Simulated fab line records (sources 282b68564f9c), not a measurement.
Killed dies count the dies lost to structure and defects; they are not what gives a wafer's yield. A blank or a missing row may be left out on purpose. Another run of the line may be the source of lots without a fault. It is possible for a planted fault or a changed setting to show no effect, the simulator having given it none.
Comparing a struck lot with a sound one ; flow ritCmos ; 15 steps out of a route of 202
Sound: these wafers, L725.3, L725.4, L725.5. The struck wafers were L722.1, L722.2, L722.6. The cause comes at the end.
Each step with rows lists, per side, the tool, then ch with its chambers, then its first start. Under that, the readings that differ: sound wafers ; struck wafers ; difference of the means ; sigmas: that difference in standard deviations of wafers without a fault.
alike: same words and numbers on both sides, and readings whose means sit less than 2 such deviations apart. not compared: any withheld reading, any reading some wafer has no value for, any bound like >300 that may hide the same value, and any number with overlapping values for which the record gives no deviation.
Wherever a step has rows on one side only, a row that says differs or no value, or a row with sigmas, the two part there. Numbers that have no deviation but don't overlap get no sigmas and don't part them. Lack of a reading on every wafer of one side parts them only where that side has two or more wafers.

RIT_ACTIVE_BOW_MEAS_00:
  sound on filmMetro-01, day 5 14:02; struck on filmMetro-01, day 4 23:00
  alike: INCOMING_BOW
then, 1 step without rows for these wafers: RIT_ACTIVE_OXIDATION_01 (target thk 46.8 nm, ox time 3360 s).
RIT_ACTIVE_THK_MEAS_02:
  sound on filmMetro-01, day 5 16:04; struck on filmMetro-03, day 5 01:03
  alike: ACTIVE_OXIDE_THK
then, 1 step without rows for these wafers: RIT_ACTIVE_CVD_03 (deposits Si3N4 from SiH2Cl2/NH3, target thk 150 nm, time 1500 s).
RIT_ACTIVE_THK_MEAS_04:
  sound on filmMetro-03, day 5 17:33; struck on filmMetro-04, day 5 03:14
  alike: ACTIVE_NITRIDE_THK
then, 6 steps without rows for these wafers: RIT_ACTIVE_HMDS_05 (prime time 60 s); RIT_ACTIVE_COAT_06 (resist thk 1000 nm); RIT_ACTIVE_SOFTBAKE_07 (time 60 s); RIT_ACTIVE_EXPOSE_08 (exposes mask M1, target cd 1400 nm); RIT_ACTIVE_PEB_09; RIT_ACTIVE_DEVELOP_10 (develop time 50 s).
RIT_ACTIVE_CD_MEAS_11 targets a cd of 1400 nm.
  sound on cdSem-02, day 5 18:36; struck on cdSem-02, day 5 04:09
  alike: cdNm
RIT_ACTIVE_HARDBAKE_12: time 60 s.
  sound on lithoTrack-04 ch 0, day 5 18:50; struck on lithoTrack-03 ch 0, day 5 04:16
reading;sound;struck;difference;sigmas
heaterPowerTotalW (W);62.53 62.59 62.53;64.42 64.34 64.40;+1.84;+39
plateTempC (C);139.95 140.04 139.95;143.14 143.03 143.31;+3.18;+21
  alike: resistLineTempC
RIT_ACTIVE_ETCH_13: etches Si3N4 in SF6, stops on SiO2, time 210 s, target depth 210 nm.
  sound on rieDiel-02 ch 2,3, day 5 18:56; struck on rieDiel-04 ch 0,1,2, day 5 04:25
  alike: drypumpMotorCurrentA, oesProductAu, throttleValvePct
  not compared: rfHoursCounterH
RIT_M1_PROBE_99:
  sound on prober-02, day 7 15:56; struck on prober-01, day 6 23:37
  alike: killedAtFrontEnd, killedDies, killedOpen, killedShort

## WHERE THEY PART
At RIT_ACTIVE_HARDBAKE_12 and nowhere else, as far as this record goes. Later steps at which nothing parts them and some readings are alike: RIT_ACTIVE_ETCH_13, RIT_M1_PROBE_99.

WHY: what the simulator had put in
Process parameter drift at RIT_ACTIVE_HARDBAKE_12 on lithoTrack-03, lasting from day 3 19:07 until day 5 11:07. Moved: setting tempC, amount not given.
